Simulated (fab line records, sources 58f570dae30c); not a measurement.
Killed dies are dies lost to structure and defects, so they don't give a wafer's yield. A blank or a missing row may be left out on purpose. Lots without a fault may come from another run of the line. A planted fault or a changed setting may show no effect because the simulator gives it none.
Chamber matching | flow berkeley_cmos170 | UCB170_M2_ETCH_17 on rie_diel-01: 4 sister chambers
The step etches BARC in N2/H2. 7 wafers are shown with their chamber, then 7 later ones without.

WAFERS WITH THEIR CHAMBER
wafer  | chamber | throttle_valve_pct (%) | drypump_motor_current_A (A)
L999.5 | 0       | 13.31                  | 5.5
L106.1 | 3       | 12.92                  | 5.8
L106.3 | 1       | 13.41                  | 5.4
L108.5 | 1       | 13.42                  | 5.4
L108.6 | 2       | 12.91                  | 6.5
L110.2 | 2       | 12.90                  | 6.6
L110.3 | 0       | 13.32                  | 5.5

WAFERS WITHOUT THEIR CHAMBER
wafer  | throttle_valve_pct (%) | drypump_motor_current_A (A)
L110.4 | 13.42                  | 5.4
L113.1 | 13.32                  | 5.5
L113.5 | 13.42                  | 5.4
L113.6 | 12.92                  | 6.5
L114.1 | 13.32                  | 5.5
L114.2 | 13.41                  | 5.4
L114.4 | 12.91                  | 5.8

WHICH CHAMBER EACH WENT THROUGH
wafer  | from the rows above | in truth
L110.4 | 1                   | 1
L113.1 | 0                   | 0
L113.5 | 1                   | 1
L113.6 | 2                   | 2
L114.1 | 0                   | 0
L114.2 | 1                   | 1
L114.4 | 3                   | 3
Placed correctly: 7 of 7. Can't be placed from these rows: 0. Placed wrongly: 0.
How it was worked out, from the rows above alone: a wafer's distance from a chamber is the root of the sum, over the readings, of the square of ((its reading less the chamber's mean) divided by the reading's scatter). The wafer belongs to the nearest chamber; if the next one is less than 2 further off, it can't be placed. A chamber's mean is the mean of its shown wafers. The scatter: the root of (the sum of the squares of (reading less its chamber's mean) over the shown wafers, divided by (wafers less chambers)).
